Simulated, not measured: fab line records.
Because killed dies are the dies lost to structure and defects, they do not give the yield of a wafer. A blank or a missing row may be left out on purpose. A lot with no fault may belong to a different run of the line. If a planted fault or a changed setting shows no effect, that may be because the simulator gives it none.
Which tool was responsible? || flow berkeley_cmos170 || 7 lots, 21 wafers sampled, at 1 step of a route of 331

== WHAT THE GAUGES SHOWED, per wafer ==
UCB170_GATE_THK_MEAS_02.
{"lot": "L636", "measured": "day 6 12:53", "on": "film_metro-02", "GATE_OXIDE_THK (nm)": "6.52 6.57 6.52"}
{"lot": "L641", "measured": "day 7 14:26", "on": "film_metro-04", "GATE_OXIDE_THK (nm)": "6.55 6.57 6.55"}
{"lot": "L644", "measured": "day 8 06:58", "on": "film_metro-03", "GATE_OXIDE_THK (nm)": "6.73 6.71 6.47"}
{"lot": "L648", "measured": "day 9 00:25", "on": "film_metro-04", "GATE_OXIDE_THK (nm)": "6.39 6.56 6.50"}
{"lot": "L651", "measured": "day 10 05:35", "on": "film_metro-02", "GATE_OXIDE_THK (nm)": "6.49 6.49 6.45"}
{"lot": "L652", "measured": "day 10 05:41", "on": "film_metro-04", "GATE_OXIDE_THK (nm)": "6.42 6.56 6.46"}
{"lot": "L655", "measured": "day 10 16:34", "on": "film_metro-04", "GATE_OXIDE_THK (nm)": "6.59 6.58 6.52"}

== WHICH TOOL RAN EACH LOT (tool, then ch and the chambers of the sampled wafers, then the start) ==
No process step before these readings appears in the record.

== THE ANSWER, worked out from the rows above alone ==
Rule: the usual values come from the lots themselves. Put in order of their means at a reading, lots are off if they are a third of the lots or fewer, leave a main group of 4 or more, and stand apart from it by a gap of 3 or more times the standard deviation of the main group's means; of several such gaps the widest counts. A main group whose means are all the same, to the digits that the tables above print for the reading, isn't used. A lot without any number at a reading at which 4 lots or more have one is off too. All remaining lots with rows at the step are treated as sound.
None of the lots is off at any reading shown; this tells nothing.

== WHAT THE SIMULATOR HAD PUT IN ==
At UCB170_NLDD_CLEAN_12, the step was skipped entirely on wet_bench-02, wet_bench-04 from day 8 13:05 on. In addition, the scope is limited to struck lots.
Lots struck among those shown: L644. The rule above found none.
